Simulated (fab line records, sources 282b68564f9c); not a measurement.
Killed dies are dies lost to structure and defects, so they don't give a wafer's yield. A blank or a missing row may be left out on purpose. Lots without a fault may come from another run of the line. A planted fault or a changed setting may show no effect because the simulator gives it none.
One fault seen from 2 desks | flow rit_cmos | each desk has only its own numbers; what lay behind them comes last

THE METROLOGY DESK
What the gauges read, lot by lot, whatever tool the lot ran on: means of the sampled wafers that have a number. A lot is out of limits, marked OUT, if its mean lies more than 4 standard deviations from the usual mean; the brackets give that distance.
Columns: A = NSD_TW at RIT_NSD_TW_MEAS_10, usual 3105; B = NSD_RS at RIT_SDANNEAL_RS_MEAS_05, usual 84.58 ohm/sq
lot  | first seen here | A              | B
L949 | day 3 02:12     | 3103           | 84.93
L950 | day 3 09:07     | 3110           | 84.65
L951 | day 3 15:03     | 3093           | 85.01
L952 | day 3 17:25     | 3121           | 84.19
L953 | day 3 22:02     | 3127           | 84.30
L954 | day 4 05:00     | 3090           | 84.55
L955 | day 4 08:54     | 3103           | 84.68
L956 | day 4 19:19     | 3100           | 84.59
L961 | day 6 08:17     | 3139           | 84.61
L962 | day 6 16:04     | 3127           | 84.74
L964 | day 6 18:44     | 3107           | 84.38
L963 | day 6 19:22     | 3081           | 84.73
L968 | day 7 18:04     | 2850 (-14) OUT | 113.37 (+96) OUT
L970 | day 7 20:23     | 2851 (-14) OUT | 112.60 (+93) OUT
This desk's finding: out of limits on L968, L970; first on L968, day 7 18:04 (NSD_TW at RIT_NSD_TW_MEAS_10). In limits: L949, L950, L951, L952, L953, L954, L955, L956, L961, L962, L964, L963.

THE TOOL OWNER'S DESK: implanter-01
The tool's own readings at RIT_NSD_IMPLANT_08: means of the sampled wafers that have a number, for each lot that ran on this tool. A lot is out of limits, marked OUT, if its mean lies more than 4 standard deviations from the usual mean; the brackets give that distance.
Columns: A = dose_ions_cm2 at RIT_NSD_IMPLANT_08, usual 1e+15; B = faraday_current_uA at RIT_NSD_IMPLANT_08, usual 3139
lot  | first seen here | A                       | B
L950 | day 3 08:47     | 1e+15                   | 3144
L951 | day 3 14:44     | 1e+15                   | 3141
L953 | day 3 21:43     | 1e+15                   | 3177
L955 | day 4 08:36     | 1e+15                   | 3200
L956 | day 4 18:59     | 1e+15                   | 3082
L962 | day 6 15:47     | 1e+15                   | 3165
L963 | day 6 19:04     | 1e+15                   | 3135
L968 | day 7 17:47     | 7e+14 (-99 or more) OUT | 2210 (-15) OUT
L970 | day 7 20:04     | 7e+14 (-99 or more) OUT | 2213 (-15) OUT
This desk's finding: out of limits on L968, L970; first on L968, day 7 17:47 (dose_ions_cm2 at RIT_NSD_IMPLANT_08). In limits: L950, L951, L953, L955, L956, L962, L963.

PUT TOGETHER
The tool owner's desk could have raised an alarm at day 7 17:47, on L968, L970.
The metrology desk could have raised an alarm at day 7 18:04, on L968, L970.
Of the lots named, all ran RIT_NSD_IMPLANT_08 on implanter-01.

WHAT THE SIMULATOR HAD PUT IN
Process parameter drift: implanter-01, from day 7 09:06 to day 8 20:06, at RIT_NSD_IMPLANT_08. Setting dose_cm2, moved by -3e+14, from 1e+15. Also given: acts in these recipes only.
Lots struck among those shown: L968, L970.
Hours from the fault's start to each desk's first reading out of limits: the tool owner's desk, 9; the metrology desk, 9.
